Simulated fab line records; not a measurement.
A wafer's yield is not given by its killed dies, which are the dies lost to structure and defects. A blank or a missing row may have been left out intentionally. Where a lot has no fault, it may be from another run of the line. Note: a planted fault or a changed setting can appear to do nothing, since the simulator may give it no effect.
Struck lot and sound lot, side by side | flow rit-cmos | 29 out of 202 route steps
Sound: wafers L222.4, L222.5, L222.6. Wafers struck: L231.1, L231.5, L231.6. The cause is named last.
At each step with rows: each side's tool, then ch and its chambers, then its first start. Under that, the readings that differ: sound wafers | struck wafers | difference of the means | sigmas: that difference in standard deviations of wafers without a fault.
alike: same words and numbers on both sides, and readings whose means sit less than 2 such deviations apart. not compared: any withheld reading, any reading some wafer has no value for, any bound like >300 that may hide the same value, and any number with overlapping values for which the record gives no deviation.
The two part at a step that has a row with sigmas, a row that says differs or no value, or rows on one side only. Non-overlapping numbers with no deviation appear without sigmas and do not part them. A reading that every wafer of one side lacks parts them only if that side has two wafers or more.

RIT_SDANNEAL_RTA_03: time 5 s.
  sound on rtp-anneal-01 ch 0, day 3 20:37; struck on rtp-anneal-02 ch 0, day 5 08:16
  alike: wafer_temp_C_max
RIT_SDANNEAL_RS_MEAS_04: uses a four-point probe to measure.
  sound: film-metro-03 at day 3 20:41; struck: film-metro-04 at day 5 08:19
  alike: PSD_RS
RIT_SDANNEAL_RS_MEAS_05: uses a four-point probe to measure.
  sound: film-metro-03 at day 3 20:49; struck: film-metro-04 at day 5 08:26
  alike: NSD_RS
RIT_SDANNEAL_RS_MEAS_06: uses a four-point probe to measure.
  sound: film-metro-03 at day 3 20:56; struck: film-metro-04 at day 5 08:34
  alike: PLDD_RS
RIT_SDANNEAL_RS_MEAS_07: uses a four-point probe to measure.
  sound: film-metro-03 at day 3 21:03; struck: film-metro-04 at day 5 08:41
  alike: NLDD_RS
then, 1 step without rows for these wafers: RIT_SILICIDE_WET_ETCH_00 (etches SiO2 in BOE, target depth 14 nm, time 15 s).
RIT_SILICIDE_SPUTTER_01: material Ti, target thk 30 nm, time 240 s.
  sound: pvd-sputter-04 at day 3 21:08; struck: pvd-sputter-04 at day 5 08:49
  alike: cathode-dc-power-W, throttle-valve-pct
RIT_SILICIDE_RS_MEAS_02: uses a four-point probe to measure.
  sound: film-metro-02 at day 3 21:20; struck: film-metro-02 at day 5 08:58
  alike: SILICIDE_TI_RS
RIT_SILICIDE_THK_MEAS_03: measures by xrf.
  sound: film-metro-02 at day 3 21:26; struck: film-metro-02 at day 5 09:05
  alike: SILICIDE_TI_THK
RIT_SILICIDE_RTA_04: time 10 s, ramp up 5 s, ramp down 5 s.
  sound on rtp-anneal-02 ch 0, day 3 21:29; struck on rtp-anneal-01 ch 0, day 5 09:08
  alike: wafer_temp_C_max
then, 1 step without rows for these wafers: RIT_SILICIDE_WET_ETCH_05 (etches Ti in SPM, time 120 s).
RIT_SILICIDE_RTA_06: time 10 s, ramp up 5 s, ramp down 10 s.
  sound on rtp-anneal-01 ch 0, day 3 21:36; struck on rtp-anneal-02 ch 0, day 5 09:17
  alike: wafer_temp_C_max
RIT_CONTACT_CVD_00: deposits SiO2 from TEOS, target thk 400 nm, time 61 s.
  sound on pecvd-02 ch 0,1,2, day 3 21:40; struck on pecvd-04 ch 0,1,2, day 5 09:22
  reading                                  | sound           | struck            | difference | sigmas
  model.SiO2_of_CONTACT_CVD_00.thk-nm (nm) | 399.1 405 398.3 | 563.1 564.7 566.1 | +163.8     |
  alike: heater-power-w
RIT_CONTACT_THK_MEAS_01:
  sound: film-metro-04 at day 3 21:43; struck: film-metro-03 at day 5 09:25
  reading               | sound       | struck      | difference | sigmas
  CONTACT_TEOS_THK (nm) | 399 405 398 | 563 565 566 | +164       | +32
then, 6 steps without rows for these wafers: RIT_CONTACT_HMDS_02 (prime time 60 s); RIT_CONTACT_COAT_03 (resist thk 1000 nm); RIT_CONTACT_SOFTBAKE_04 (time 60 s); RIT_CONTACT_EXPOSE_05 (exposes mask M11, target cd 1000 nm); RIT_CONTACT_PEB_06; RIT_CONTACT_DEVELOP_07 (develop time 120 s).
RIT_CONTACT_CD_MEAS_08: the cd target is 1000 nm.
  sound: cd-sem-01 at day 3 22:46; struck: cd-sem-01 at day 5 10:34
  alike: cd-nm
RIT_CONTACT_OVL_MEAS_09:
  sound: overlay-02 at day 3 22:51; struck: overlay-02 at day 5 10:41
  alike: CONTACT_OVL
then, 1 step without rows for these wafers: RIT_CONTACT_HARDBAKE_10 (time 60 s).
RIT_CONTACT_ETCH_11: etches SiO2 in CHF3/CF4/Ar, stops on TiSi2, target depth 480 nm, time 320 s.
  sound on rie-diel-04 ch 0,1,2, day 3 23:01; struck on rie-diel-04 ch 1,2, day 5 10:52
  reading                             | sound           | struck          | difference | sigmas
  model.etch.depth-nm (nm)            | 399.1 405 398.3 | 487.2 487.1 478 | +83.3      |
  model.CONTACT.feature-depth-nm (nm) | 399.1 405 398.3 | 487.2 487.1 478 | +83.3      |
  alike: drypump-motor-current-A, oes-product-au, throttle-valve-pct
  not compared: rf-hours-counter-h
RIT_CONTACT_STRIP_12: strips in O2, time 180 s.
  sound on plasma-asher-01 ch 0,1, day 3 23:16; struck on plasma-asher-04 ch 0,1, day 5 11:04
  alike: drypump-motor-current-A
  not compared: rf-hours-counter-h
RIT_CONTACT_CD_MEAS_90: the cd target is 1000 nm.
  sound: cd-sem-02 at day 3 23:26; struck: cd-sem-02 at day 5 11:14
  alike: cd-nm
RIT_CONTACT_CLEAN_13: cleans in SC1, time 600 s.
  sound on wet-bench-02 ch 1, day 3 23:30; struck on wet-bench-03 ch 0, day 5 11:21
  reading                                  | sound           | struck          | difference | sigmas
  model.SiO2_of_CONTACT_CVD_00.thk-nm (nm) | 395 400.9 394.2 | 559 560.6 561.9 | +164       |
then, 1 step without rows for these wafers: RIT_CONTACT_CLEAN_14 (cleans in SC2, time 600 s).
RIT_M1_PROBE_99:
  sound: prober-02 at day 4 04:02; struck: prober-01 at day 5 16:01
  reading            | sound  | struck      | difference | sigmas
  killed-at-contacts | 0 0 0  | 253 257 257 | +256       | +99 or more
  killed-dies        | 6 10 4 | 264 264 264 | +257       | +86
  killed-on-rim      | 2 2 0  | 70 70 70    | +69        | +49
  alike: killed_at_M0_to_M3, killed-at-front-end, killed-open, killed-short

## WHERE THEY PART
Last at RIT_M1_PROBE_99 as far as this record goes, first at RIT_CONTACT_THK_MEAS_01.

WHY: the cause the simulator had injected
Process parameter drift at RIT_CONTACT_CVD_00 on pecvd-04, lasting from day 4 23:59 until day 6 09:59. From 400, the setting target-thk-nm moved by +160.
